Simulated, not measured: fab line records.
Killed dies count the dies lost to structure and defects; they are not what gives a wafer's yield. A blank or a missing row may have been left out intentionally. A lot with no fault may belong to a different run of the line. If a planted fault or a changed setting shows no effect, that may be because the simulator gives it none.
The same fault as seen by 2 desks + flow berkeley cmos170 + what lay behind the numbers comes last; until then each desk has only its own

== DESK OF THE TOOL OWNER: rie diel-02 ==
The tool's own readings at UCB170_M2_ETCH_17 (etches BARC in N2/H2): means of the sampled wafers that have a number, for each lot that ran on this tool. The brackets show how far a lot's mean lies from the usual mean; more than 4 standard deviations puts the lot out of limits, marked OUT.
Columns: A = bias w at UCB170_M2_ETCH_17, usual 100.0 W; B = drypump motor current A at UCB170_M2_ETCH_17, usual 5.5 A; C = oes product au at UCB170_M2_ETCH_17, usual 0.996 a.u.; D = throttle valve pct at UCB170_M2_ETCH_17, usual 13.29 %
| lot  | first seen here | A               | B   | C     | D     |
|------|-----------------|-----------------|-----|-------|-------|
| L348 | day 9 01:18     | 100.0           | 5.6 | 1.009 | 13.26 |
| L351 | day 9 01:52     | 99.8            | 5.6 | 1.017 | 13.25 |
| L350 | day 9 02:25     | 105.7 (+19) OUT | 5.4 | 1.039 | 13.20 |
| L356 | day 11 01:00    | 106.0 (+20) OUT | 5.7 | 1.021 | 13.28 |
This desk finds L350, L356 out of limits, L350 being first, at day 9 02:25 (bias w at UCB170_M2_ETCH_17). L348, L351: within limits.

== AT THE METROLOGY DESK ==
What the gauges read for every lot (on any tool): the sampled wafers with a number, averaged. The brackets show how far a lot's mean lies from the usual mean; more than 4 standard deviations puts the lot out of limits, marked OUT.
Columns: A = cd nm at UCB170_CONTACT_CD_MEAS_15, usual 700.3 nm; B = CONTACT_OVL at UCB170_CONTACT_OVL_MEAS_16, usual 1 nm
| lot  | first seen here | A     | B  |
|------|-----------------|-------|----|
| L342 | day 7 08:22     | 699.6 | 6  |
| L345 | day 7 21:09     | 698.5 | -4 |
| L344 | day 7 21:21     | 700.9 | -4 |
| L343 | day 7 23:16     | 699.2 | -3 |
| L346 | day 8 03:56     | 701.0 | 6  |
| L348 | day 8 10:56     | 700.1 | -1 |
| L351 | day 8 11:16     | 700.6 | -8 |
| L349 | day 8 11:28     | 701.1 | 1  |
| L350 | day 8 12:10     | 700.7 | -1 |
| L352 | day 9 08:43     | 702.0 | 6  |
| L356 | day 10 10:13    | 701.4 | 1  |
| L360 | day 10 19:59    | 700.5 | 5  |
| L362 | day 11 12:26    | 698.6 | 11 |
| L365 | day 12 03:04    | 700.5 | 1  |
This desk found nothing out of limits on any of the 14 lots.

== ALL TOGETHER ==
The tool owner's desk could have raised an alarm at day 9 02:25, on L350, L356.
Nothing out of limits was seen by the metrology desk.
The metrology desk has L350, L356 on record, within its limits.
The lots listed all ran UCB170_M2_ETCH_17 on rie diel-02.

== WHAT THE SIMULATOR PUT IN ==
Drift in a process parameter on rie diel-02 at UCB170_M2_ETCH_17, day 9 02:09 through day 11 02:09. Setting bias w shifted by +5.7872 from 100. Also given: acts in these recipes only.
Struck lots among those shown: L350, L356.
Delay in hours, fault start to first out-of-limits reading, by desk: the tool owner's desk at 0.
